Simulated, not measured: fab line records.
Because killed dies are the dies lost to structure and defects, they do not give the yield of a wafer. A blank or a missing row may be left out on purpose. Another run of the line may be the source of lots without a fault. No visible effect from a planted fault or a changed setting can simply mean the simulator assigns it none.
Which tool did it? ; flow berkeleyCmos170 ; 39 wafers from 13 lots sampled at 3 of the route's 331 steps

WHAT THE GAUGES READ, wafer by wafer
UCB170_M2_RS_MEAS_02: a four-point-probe measurement. Usual: M2_AL_RS gives 0.0323 ohm/sq (standard deviation 0.00033).
lot;measured;on;M2_AL_RS (ohm/sq);flag
L156;day 7 13:44;filmMetro-04;0.0328 0.0330 0.0329;
L157;day 8 05:32;filmMetro-04;0.0322 0.0325 0.0321;
L159;day 8 21:52;filmMetro-04;0.0330 0.0332 0.0332;
L160;day 8 22:10;filmMetro-04;0.0328 0.0324 0.0326;
L162;day 9 02:39;filmMetro-03;0.0323 0.0324 0.0322;
L163;day 9 07:31;filmMetro-03;0.0247 0.0324 0.0325 0.0247 0.0323 0.0326;OFF
L166;day 10 02:54;filmMetro-04;0.0322 0.0322 0.0322;
L173;day 10 20:31;filmMetro-03;0.0321 0.0323 0.0320;
L172;day 10 21:04;filmMetro-01;0.0322 0.0326 0.0323;
L174;day 11 10:04;filmMetro-03;0.0320 0.0320 0.0321;
L175;day 11 21:49;filmMetro-03;0.0326 0.0324 0.0325;
L178;day 12 00:05;filmMetro-04;0.0320 0.0320 0.0320;
L179;day 12 04:26;filmMetro-04;0.0322 0.0325 0.0325;

UCB170_M2_THK_MEAS_03: measures by xrf. Usual: M2_AL_THK gives 903 nm (standard deviation 10).
lot;measured;on;M2_AL_THK (nm);flag
L156;day 7 13:50;filmMetro-04;883 888 881;
L157;day 8 05:38;filmMetro-04;907 902 907;
L159;day 8 21:59;filmMetro-04;893 887 878;
L160;day 8 22:16;filmMetro-04;882 905 896;
L162;day 9 02:46;filmMetro-03;901 900 904;
L163;day 9 09:34;filmMetro-03;1172 892 892 1174 898 889;OFF
L166;day 10 03:00;filmMetro-04;911 908 913;
L173;day 10 20:38;filmMetro-03;908 893 909;
L172;day 10 21:10;filmMetro-01;905 898 910;
L174;day 11 10:10;filmMetro-03;908 908 901;
L175;day 11 21:55;filmMetro-03;897 900 892;
L178;day 12 00:12;filmMetro-04;910 906 905;
L179;day 12 04:33;filmMetro-04;898 896 900;

TOOL THAT RAN EACH LOT (tool first, then ch and the chambers of the sampled wafers, then the start)
lot;UCB170_M2_SPUTTER_01
L156;pvdSputter-02, day 7 13:38
L157;pvdSputter-02, day 8 05:26
L159;pvdSputter-02, day 8 21:47
L160;pvdSputter-03, day 8 22:01
L162;pvdSputter-01, day 9 02:33
L163;pvdSputter-01, day 9 07:26
L166;pvdSputter-03, day 10 02:46
L173;pvdSputter-02, day 10 20:25
L172;pvdSputter-02, day 10 20:56
L174;pvdSputter-03, day 11 09:56
L175;pvdSputter-02, day 11 21:41
L178;pvdSputter-02, day 12 00:00
L179;pvdSputter-01, day 12 04:21
- UCB170_M2_SPUTTER_01: material Al, target thk 900 nm, time 120 s.

WHAT THE TOOLS THEMSELVES READ (means of the sampled wafers that have a number; where no wafer has one, the mark that the record gives instead)
UCB170_M2_SPUTTER_01. Usual: cathodeDcPowerW 6000.1 W, standard deviation 1.1; throttleValvePct 30.2 %, standard deviation 0.57.
lot;tool;cathodeDcPowerW (W);throttleValvePct (%);flag
L156;pvdSputter-02;6001.3;30.5;
L157;pvdSputter-02;6000.7;30.6;
L159;pvdSputter-02;5999.5;31.0;
L160;pvdSputter-03;5999.9;30.3;
L162;pvdSputter-01;6000.6;30.3;
L163;pvdSputter-01;6638.0;30.3;OFF
L166;pvdSputter-03;6000.4;30.3;
L173;pvdSputter-02;5999.4;30.5;
L172;pvdSputter-02;5999.2;30.4;
L174;pvdSputter-03;5999.7;29.9;
L175;pvdSputter-02;6001.2;30.7;
L178;pvdSputter-02;5999.8;30.6;
L179;pvdSputter-01;5999.4;29.8;

THE ANSWER, worked out from the rows above alone
Rule: a lot counts as off when the mean over its wafers that have a number is more than 3 standard deviations away from the usual mean. Also off: a lot with no number at a reading for which 4 or more lots have one. All remaining lots with rows at the step are treated as sound. Order of review: gauges by route order, followed by the tools' own readings, for which a lot's mean as printed above is used. The first step at which some lot is off is used, and at that step the reading that is off furthest; a lot without a number counts as furthest.
Off: L163, at UCB170_M2_RS_MEAS_02 (M2_AL_RS).
If a tool, at a process step before that reading, ran all the lots that are off and no sound lot after the first of them, it fits. The gauges at UCB170_M2_RS_MEAS_02 aren't tried: what is off there is off at UCB170_M2_SPUTTER_01 too, on other tools, and a gauge's error can't cause that. No candidate that was tried fits.

WHAT WAS PUT IN BY THE SIMULATOR
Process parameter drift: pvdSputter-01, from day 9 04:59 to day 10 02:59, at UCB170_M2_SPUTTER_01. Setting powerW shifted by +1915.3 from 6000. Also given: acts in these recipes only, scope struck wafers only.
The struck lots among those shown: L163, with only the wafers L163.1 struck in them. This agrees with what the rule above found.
